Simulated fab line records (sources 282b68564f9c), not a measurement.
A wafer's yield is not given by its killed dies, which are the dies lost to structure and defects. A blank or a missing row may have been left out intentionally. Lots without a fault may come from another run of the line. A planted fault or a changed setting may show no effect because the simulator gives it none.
Lot-split experiment	flow rit cmos	23 wafers read from 5 lots, route of 202 steps

ON THE SPLIT
At RIT_SILICIDE_SPUTTER_01 (material Ti, target thk 30 nm, time 240 s), the setting time s was moved away from the recipe's 240 s on 7 of the 23 wafers read, by -11.7% to +10.3%. For the rest of the wafers, this setting stayed at what the recipe calls for.

SPLIT TO READING: what lies between them in the file, 1 step
- RIT_SILICIDE_RS_MEAS_02: measures by four-point-probe

THE READING
SILICIDE_TI_THK, in nm, at RIT_SILICIDE_THK_MEAS_03 (measures by xrf). A value of 30.06 nm with a standard deviation of 0.26 nm is what fault-free wafers of this fab line usually give.

wafer	tool, chamber at the split	time s as run, s	against the recipe	SILICIDE_TI_THK, nm	against lot-mates on the recipe
L077.1	pvd sputter-03, -	240	recipe	30.18	-
L077.2	pvd sputter-03, -	240	recipe	29.92	-
L077.3	pvd sputter-03, -	240	recipe	30.11	-
L081.1	pvd sputter-03, -	240	recipe	30.36	-
L081.2	pvd sputter-03, -	212	-11.7%	27.03	-3.21
L081.3	pvd sputter-03, -	212	-11.7%	26.79	-3.45
L081.4	pvd sputter-03, -	240	recipe	30.12	-
L081.6	pvd sputter-03, -	212	-11.7%	26.88	-3.36
L082.2	pvd sputter-04, -	240	recipe	29.80	-
L082.3	pvd sputter-04, -	240	recipe	29.64	-
L082.4	pvd sputter-04, -	240	recipe	29.80	-
L082.5	pvd sputter-04, -	218.2	-9.1%	27.36	-2.39
L082.6	pvd sputter-04, -	218.2	-9.1%	27.35	-2.40
L083.1	pvd sputter-03, -	240	recipe	30.40	-
L083.3	pvd sputter-03, -	264.7	+10.3%	33.31	+2.94
L083.4	pvd sputter-03, -	264.7	+10.3%	33.95	+3.58
L083.5	pvd sputter-03, -	240	recipe	30.44	-
L083.6	pvd sputter-03, -	240	recipe	30.27	-
L084.1	pvd sputter-04, -	240	recipe	29.99	-
L084.2	pvd sputter-04, -	240	recipe	29.68	-
L084.3	pvd sputter-04, -	240	recipe	30.14	-
L084.5	pvd sputter-04, -	240	recipe	29.81	-
L084.6	pvd sputter-04, -	240	recipe	29.89	-

THE FIT
A straight line over all 23 wafers: SILICIDE_TI_THK changes by +0.3 nm for each +1% of time s; r = +0.99; the points scatter about the line by 0.3 nm.
The same after taking each lot's own level away (the mean of its wafers on the recipe; 23 wafers): +0.292 nm for each +1%; r = +0.99; scatter 0.18 nm.
According to that fit, moving time s by its largest amount changes the reading by 3.4 nm.
From 29.747 to 30.370 nm: that is the span of the lots' own levels, equal to 2.4 times the standard deviation above.
Hence the lot-to-lot level has little effect on the slope; both slopes agree.
Check: -3.38 nm against its lot-mates is what the line predicts for one of the wafers moved furthest among these (-11.7%) when that wafer is left out of the fit. It came out at -3.21 nm against them.

ADDITIONAL SPLITS CARRIED BY THESE WAFERS
These wafers also went through other splits before the reading. Each is held against what the fit with the lots' levels taken away leaves over:
other split on the same wafers	wafers away from the commonest value	r with SILICIDE_TI_THK (lot level and that fit taken away)
RIT_SPACER_CVD_03 sih2cl2 flow sccm	15	+0.01
RIT_NSD_IMPLANT_08 dose cm2	9	+0.32
RIT_PSD_IMPLANT_08 dose cm2	6	+0.09
RIT_SDANNEAL_CLEAN_00 temp c	15	+0.13

THE WHOLE CHAIN: every reading that the file lists as answering this split, in the file's order
step	what it does	reading	change (the file's fit)	r (the file's)
RIT_SILICIDE_SPUTTER_01	material Ti, target thk 30 nm, time 240 s	Ti_of_SILICIDE_SPUTTER_01.thk nm (the simulator's own value, which no gauge read)	+0.297 nm for each +1% of the setting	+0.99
RIT_SILICIDE_RS_MEAS_02	measures by four-point-probe	SILICIDE_TI_RS	-0.616 for each +1% of the setting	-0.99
RIT_SILICIDE_THK_MEAS_03	measures by xrf	SILICIDE_TI_THK	+0.29 for each +1% of the setting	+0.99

THE FILE'S OWN FIT
SILICIDE_TI_THK changes by +0.29 nm for each +1% of time s, r = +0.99.
